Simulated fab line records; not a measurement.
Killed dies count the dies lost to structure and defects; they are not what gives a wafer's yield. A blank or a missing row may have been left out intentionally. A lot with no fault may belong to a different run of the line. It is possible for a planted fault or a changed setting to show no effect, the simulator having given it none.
Which tool was responsible? ; flow berkeley-cmos170 ; Sampling: 13 lots, 39 wafers, 5 of 331 route steps

WHAT THE GAUGES SHOWED, per wafer
UCB170_FIELD_THK_MEAS_02.
lot;measured;on;FIELD_OXIDE_THK (nm)
L582;day 5 03:04;film-metro-02;554 556 552
L585;day 5 13:35;film-metro-02;537 530 529
L584;day 5 13:36;film-metro-03;534 535 541
L586;day 6 02:46;film-metro-02;549 542 535
L595;day 7 15:55;film-metro-03;554 561 555
L597;day 8 06:16;film-metro-02;544 543 554
L596;day 8 06:19;film-metro-02;559 564 560
L598;day 8 06:23;film-metro-04;562 555 553
L599;day 8 20:52;film-metro-03;551 572 567
L600;day 8 20:52;film-metro-02;578 580 571
L602;day 9 22:56;film-metro-02;533 541 546
L604;day 10 08:41;film-metro-02;570 570 560
L605;day 10 08:43;film-metro-03;574 563 567

UCB170_SCREENOX_THK_MEAS_02.
lot;measured;on;SCREENOX_OXIDE_THK (nm)
L582;day 5 22:40;film-metro-03;14.21 14.33 14.34
L585;day 6 10:47;film-metro-03;14.84 14.63 14.57
L584;day 6 10:49;film-metro-01;14.55 14.76 14.46
L586;day 7 00:22;film-metro-03;14.44 14.40 14.33
L595;day 8 13:16;film-metro-02;14.28 14.45 14.42
L597;day 9 07:38;film-metro-02;14.91 14.78 14.82
L596;day 9 07:34;film-metro-02;14.65 14.77 14.85
L598;day 9 07:35;film-metro-01;14.68 14.56 14.52
L599;day 9 23:40;film-metro-01;14.62 14.49 14.47
L600;day 9 23:40;film-metro-02;14.31 14.26 14.54
L602;day 10 22:36;film-metro-01;14.70 14.49 14.42
L604;day 11 11:31;film-metro-02;14.30 14.52 14.41
L605;day 11 11:32;film-metro-01;14.55 14.05 14.26

UCB170_PVT_TW_MEAS_09.
lot;measured;on;PVT_TW
L582;day 6 07:30;film-metro-03;512 509 510
L585;day 6 21:41;film-metro-03;511 511 512
L584;day 6 21:52;film-metro-03;508 512 510
L586;day 7 10:14;film-metro-04;514 513 511
L595;day 8 21:37;film-metro-02;505 505 506
L597;day 9 20:40;film-metro-04;514 519 515
L596;day 9 20:18;film-metro-02;509 508 508
L598;day 9 20:35;film-metro-02;509 504 508
L599;day 10 09:33;film-metro-04;518 516 515
L600;day 10 09:14;film-metro-03;510 511 509
L602;day 11 08:19;film-metro-03;508 508 506
L604;day 11 21:29;film-metro-02;510 511 507
L605;day 11 20:37;film-metro-03;507 510 507

UCB170_NLDD_CD_MEAS_06: target cd 1200 nm.
lot;measured;on;cd-nm (nm)
L582;day 7 03:29;cd-sem-01;1201.0 1200.6 1201.2
L585;day 7 17:47;cd-sem-02;1199.7 1198.8 1200.1
L584;day 7 18:07;cd-sem-02;1199.4 1198.7 1198.8
L586;day 8 05:45;cd-sem-01;961.3 961.5 959.9
L595;day 9 23:44;cd-sem-02;1204.7 1203.8 1203.8
L597;day 10 15:45;cd-sem-01;1199.4 1200.1 1199.7
L596;day 10 15:01;cd-sem-01;1197.5 1199.3 1198.4
L598;day 10 15:36;cd-sem-02;1199.7 1201.6 1200.4
L599;day 11 06:47;cd-sem-01;1201.2 1200.7 1202.8
L600;day 11 06:41;cd-sem-02;1200.0 1200.9 1200.3
L602;day 12 02:31;cd-sem-02;1200.6 1200.2 1200.5
L604;day 12 19:13;cd-sem-01;1201.9 1202.1 1201.3
L605;day 12 19:07;cd-sem-01;1200.6 1199.7 1199.4

WHAT TOOL EACH LOT RAN ON (gives the tool, then ch and the chambers of the sampled wafers, and finally the start)
lot;UCB170_NLDD_EXPOSE_03
L582;krf-scanner-01 ch 0, day 7 03:06
L585;krf-scanner-02 ch 0, day 7 17:16
L584;krf-scanner-01 ch 0, day 7 17:41
L586;krf-scanner-01 ch 0, day 8 04:59
L595;krf-scanner-01 ch 0, day 9 23:01
L597;krf-scanner-01 ch 0, day 10 15:00
L596;krf-scanner-02 ch 0, day 10 14:14
L598;krf-scanner-02 ch 0, day 10 14:46
L599;krf-scanner-01 ch 0, day 11 06:21
L600;krf-scanner-02 ch 0, day 11 06:07
L602;krf-scanner-01 ch 0, day 12 02:08
L604;krf-scanner-01 ch 0, day 12 18:29
L605;krf-scanner-01 ch 0, day 12 18:23
- UCB170_NLDD_EXPOSE_03: exposes mask NSELECT, target cd 1200 nm.

WHAT THE TOOLS THEMSELVES READ (means of the sampled wafers that have a number; where no wafer has one, the mark that the record gives instead)
UCB170_NLDD_EXPOSE_03.
lot;tool;exposure-dose-mJ-cm2
L582;krf-scanner-01;29.97
L585;krf-scanner-02;29.96
L584;krf-scanner-01;29.98
L586;krf-scanner-01;30.00
L595;krf-scanner-01;29.96
L597;krf-scanner-01;29.94
L596;krf-scanner-02;30.20
L598;krf-scanner-02;30.23
L599;krf-scanner-01;29.98
L600;krf-scanner-02;30.21
L602;krf-scanner-01;29.94
L604;krf-scanner-01;29.94
L605;krf-scanner-01;29.98

THE ANSWER, worked out from the rows above alone
Rule: the lots themselves supply what counts as usual. The widest of any qualifying gaps counts: lots, ordered by their means at a reading, are off when they make up no more than a third of the lots, leave a main group of 4 or more, and stand apart from it by 3 or more times the standard deviation of that group's means. The tables above print the reading to a certain number of digits; a main group whose means all agree to those digits is not used. Also off: a lot with no number at a reading for which 4 or more lots have one. Any other lot the step has rows for is counted as sound. Order of review: gauges by route order, followed by the tools' own readings, for which a lot's mean as printed above is used. At the first step where some lot is off, the reading lying furthest off is the one used; lots without a number count as furthest.
Off: L586 (UCB170_NLDD_CD_MEAS_06, cd-nm). Main group: mean 1200.5 nm, sd 1.4.
If a tool, at a process step before that reading, ran all the lots that are off and no sound lot after the first of them, it fits. The gauges at UCB170_NLDD_CD_MEAS_06 are tried like those tools. None of those tried fits.

WHAT THE SIMULATOR PUT IN
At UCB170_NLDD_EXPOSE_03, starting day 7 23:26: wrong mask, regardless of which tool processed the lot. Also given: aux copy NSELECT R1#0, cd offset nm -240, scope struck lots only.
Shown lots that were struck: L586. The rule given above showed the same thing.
